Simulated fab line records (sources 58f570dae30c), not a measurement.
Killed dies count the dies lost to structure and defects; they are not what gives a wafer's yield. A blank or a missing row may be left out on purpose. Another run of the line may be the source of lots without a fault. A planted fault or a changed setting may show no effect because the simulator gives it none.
The same fault as seen by 2 desks	flow berkeley cmos170	every desk sees just its own numbers, and what lay behind them comes last

== METROLOGY DESK ==
Means of the sampled wafers that have a number, per lot and without regard to the tool the lot ran on: this is what the gauges read. Marked OUT: a lot whose mean sits more than 4 standard deviations from the usual mean, which makes it out of limits; the brackets give that distance.
Columns: A = NLDD_TW at UCB170_NLDD_TW_MEAS_11, usual 2229; B = NLDD_RS at UCB170_SDANNEAL_RS_MEAS_05, usual 616.1 ohm/sq
lot	first seen here	A	B
L955	day 7 18:35	2231	615.9
L956	day 7 19:07	2229	616.1
L959	day 8 18:10	2225	615.1
L958	day 8 18:24	2231	616.1
L960	day 9 08:38	2226	618.2
L961	day 9 08:52	2225	614.6
L963	day 9 20:25	2229	618.1
L966	day 10 20:56	2123 (-12) OUT	695.6 (+57) OUT
L971	day 11 17:13	2241	615.2
L969	day 11 17:27	2133 (-11) OUT	694.8 (+56) OUT
L972	day 12 05:48	2240	616.1
L974	day 12 10:40	2238	617.4
L977	day 12 21:17	2219	617.3
L976	day 12 21:26	2222	615.1
This desk's result: L966, L969 out of limits, first on L966 (NLDD_TW at UCB170_NLDD_TW_MEAS_11), day 10 20:56. Within limits: L955, L956, L959, L958, L960, L961, L963, L971, L972, L974, L977, L976.

== FOR THE TOOL OWNER'S DESK: implanter-01 ==
For each lot that ran on this tool, the mean over its sampled wafers that have a number, from the tool's own readings at UCB170_NLDD_IMPLANT_09. Marked OUT: a lot whose mean sits more than 4 standard deviations from the usual mean, which makes it out of limits; the brackets give that distance.
Columns: A = dose ions cm2 at UCB170_NLDD_IMPLANT_09, usual 5e+13; B = faraday current uA at UCB170_NLDD_IMPLANT_09, usual 158.8
lot	first seen here	A	B
L956	day 7 18:52	5e+13	160.3
L958	day 8 18:10	5e+13	159.2
L960	day 9 08:23	5e+13	158.0
L963	day 9 20:10	5e+13	159.6
L966	day 10 20:41	3e+13 (-99 or more) OUT	108.3 (-17) OUT
L969	day 11 17:12	3e+13 (-99 or more) OUT	104.8 (-18) OUT
Finding of this desk: L966, L969 out of limits; the first was L966 at day 10 20:41, on dose ions cm2 at UCB170_NLDD_IMPLANT_09. Within limits: L956, L958, L960, L963.

== BROUGHT TOGETHER ==
The tool owner's desk had the chance to raise an alarm at day 10 20:41 on L966, L969.
The metrology desk could have raised an alarm at day 10 20:56, on L966, L969.
All the named lots went through UCB170_NLDD_IMPLANT_09 on implanter-01.

== WHAT THE SIMULATOR HAD INSERTED ==
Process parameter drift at UCB170_NLDD_IMPLANT_09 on implanter-01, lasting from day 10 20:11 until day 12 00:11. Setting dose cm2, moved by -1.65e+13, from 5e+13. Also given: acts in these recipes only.
Struck lots among those shown: L966, L969.
Delay (hours) between the fault's onset and each desk's first out-of-limits reading: 0 at the tool owner's desk, 1 at the metrology desk.
